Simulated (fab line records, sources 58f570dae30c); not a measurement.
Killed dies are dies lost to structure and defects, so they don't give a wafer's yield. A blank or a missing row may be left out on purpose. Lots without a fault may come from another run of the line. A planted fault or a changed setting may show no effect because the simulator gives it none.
A struck lot beside a sound one | flow berkeley_cmos170 | 17 steps out of a route of 331
Sound: wafers L743.3, L743.4, L743.5. Struck: wafer L747.2. (L747.4, L747.6 of the same lot were not struck and are left out.) The cause comes at the end.
At each step with rows: each side's tool, then ch and its chambers, then its first start. Under that, the readings that differ: sound wafers | struck wafers | difference of the means | sigmas: that difference in standard deviations of wafers without a fault.
alike: readings whose means differ by less than 2 such deviations, and words and numbers that are the same on both sides. not compared: withheld readings, readings that some wafer has no value for, bounds like >300 that may hide the same value, and numbers for which the record gives no deviation and whose values overlap.
The two part at a step that has a row with sigmas, a row that says differs or no value, or rows on one side only. Numbers that don't overlap but have no deviation are shown without sigmas and don't part them. A reading that every wafer of one side lacks parts them only if that side has two wafers or more.

first, 1 step without rows for these wafers: UCB170_NWELL_OXIDATION_01 (target thk 26.4 nm, ox time 1260 s).
UCB170_NWELL_THK_MEAS_02:
  sound on film_metro-03, day 4 16:29; struck on film_metro-01, day 5 15:57
  alike: NWELL_OXIDE_THK
then, 2 steps without rows for these wafers: UCB170_NWELL_ANNEAL_03 (time 900 s); UCB170_NWELL_CVD_04 (deposits Si3N4 from SiH2Cl2/NH3, target thk 224 nm, time 3360 s).
UCB170_NWELL_THK_MEAS_05:
  sound on film_metro-04, day 5 01:35; struck on film_metro-04, day 5 20:01
  reading                | sound             | struck | difference | sigmas
  NWELL_NITRIDE_THK (nm) | 224.3 223.5 224.6 | 228.6  | +4.5       | +2
then, 6 steps without rows for these wafers: UCB170_NWELL_HMDS_06 (prime time 60 s); UCB170_NWELL_COAT_07 (resist thk 900 nm); UCB170_NWELL_SOFTBAKE_08 (time 60 s); UCB170_NWELL_EXPOSE_09 (exposes mask NWELL, target cd 3000 nm); UCB170_NWELL_PEB_10; UCB170_NWELL_DEVELOP_11 (develop time 45 s).
UCB170_NWELL_OVL_MEAS_12:
  sound on overlay-01, day 5 03:01; struck on overlay-02, day 5 21:23
  alike: NWELL_OVL
UCB170_NWELL_ETCH_13: etches Si3N4 in CH3F/Ar/O2, stops on SiO2, target depth 246.4 nm, time 154 s.
  sound on rie_diel-01 ch 0,1,2, day 5 03:03; struck on rie_diel-03 ch 3, day 5 21:25
  reading                                | sound             | struck  | difference | sigmas
  over_etch_frac                         | 0.1 0.1 0.1       | 0.19319 | +0.09319   |
  model.KrF_of_NWELL_COAT_07.thk_nm (nm) | 718.2 723.8 724.1 | 706.9   | -15.1      |
  alike: CH3F_flow_sccm, drypump_motor_current_A, mfc_ar_sccm, oes_product_au, throttle_valve_pct
  not compared: rf_hours_counter_h
then, 1 step without rows for these wafers: UCB170_NWELL_IMPLANT_14.
UCB170_NWELL_STRIP_15: strips in O2.
  sound on plasma_asher-03 ch 0,1, day 5 03:20; struck on plasma_asher-03 ch 0, day 5 21:40
  reading                      | sound             | struck | difference                   | sigmas
  rf_hours_counter_h (h)       | - - -             | 34     | no value on the sound wafers |
  strip_time_to_endpoint_s (s) | 17.93 18.07 18.07 | 17.66  | -0.36                        | -6
  alike: drypump_motor_current_A, oes_product_au
UCB170_NWELL_TW_MEAS_16:
  sound on film_metro-01, day 5 03:25; struck on film_metro-01, day 5 21:47
  alike: NWELL_TW
then, 1 step without rows for these wafers: UCB170_M3_PROBE_99.

WHERE THEY PART
First at UCB170_NWELL_THK_MEAS_05; last, within this record, at UCB170_NWELL_STRIP_15. Later steps at which nothing parts them and some readings are alike: UCB170_NWELL_TW_MEAS_16.

WHY: what the simulator had put in
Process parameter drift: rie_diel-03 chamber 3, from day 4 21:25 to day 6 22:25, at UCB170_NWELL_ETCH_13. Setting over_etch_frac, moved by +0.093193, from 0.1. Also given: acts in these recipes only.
